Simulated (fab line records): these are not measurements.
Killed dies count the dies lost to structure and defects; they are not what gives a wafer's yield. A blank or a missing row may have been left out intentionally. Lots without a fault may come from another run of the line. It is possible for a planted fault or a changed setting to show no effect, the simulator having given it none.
Which tool was responsible? / flow rit-cmos / 21 wafers from 7 lots sampled at 2 of the route's 202 steps

== WHAT EACH GAUGE READ, for each wafer ==
RIT_CONTACT_THK_MEAS_01.
lot=L491; measured=day 3 08:16; on=film-metro-02; CONTACT_TEOS_THK (nm)=392 397 398
lot=L493; measured=day 3 18:16; on=film-metro-01; CONTACT_TEOS_THK (nm)=404 401 412
lot=L500; measured=day 5 10:19; on=film-metro-04; CONTACT_TEOS_THK (nm)=390 398 403
lot=L505; measured=day 6 06:14; on=film-metro-01; CONTACT_TEOS_THK (nm)=400 398 396
lot=L506; measured=day 6 13:32; on=film-metro-01; CONTACT_TEOS_THK (nm)=393 394 402
lot=L509; measured=day 7 02:34; on=film-metro-04; CONTACT_TEOS_THK (nm)=400 407 407
lot=L513; measured=day 7 22:07; on=film-metro-01; CONTACT_TEOS_THK (nm)=406 404 403

== TOOL THAT RAN EACH LOT (tool first, then ch and the chambers of the sampled wafers, then the start) ==
lot=L491; RIT_CONTACT_CVD_00=pecvd-02 ch 0,1, day 3 08:13
lot=L493; RIT_CONTACT_CVD_00=pecvd-01 ch 0,1,2, day 3 18:13
lot=L500; RIT_CONTACT_CVD_00=pecvd-02 ch 0,1,2, day 5 10:15
lot=L505; RIT_CONTACT_CVD_00=pecvd-04 ch 0,2, day 6 06:10
lot=L506; RIT_CONTACT_CVD_00=pecvd-02 ch 1,2, day 6 13:29
lot=L509; RIT_CONTACT_CVD_00=pecvd-02 ch 0,2, day 7 02:31
lot=L513; RIT_CONTACT_CVD_00=pecvd-04 ch 0,1,2, day 7 22:04
- RIT_CONTACT_CVD_00: deposits SiO2 from TEOS, target thk 400 nm, time 61 s.

== THE ANSWER, worked out from the rows above alone ==
Rule: what is usual is taken from the lots themselves. Put in order of their means at a reading, lots are off if they are a third of the lots or fewer, leave a main group of 4 or more, and stand apart from it by a gap of 3 or more times the standard deviation of the main group's means; of several such gaps the widest counts. A main group is skipped when, at the precision printed for the reading in the tables above, its means are all equal. A lot without any number at a reading at which 4 lots or more have one is off too. The other lots that the step has rows for count as sound.
Nothing can be told from this: no lot is off at any reading shown.

== WHAT HAD BEEN PUT IN BY THE SIMULATOR ==
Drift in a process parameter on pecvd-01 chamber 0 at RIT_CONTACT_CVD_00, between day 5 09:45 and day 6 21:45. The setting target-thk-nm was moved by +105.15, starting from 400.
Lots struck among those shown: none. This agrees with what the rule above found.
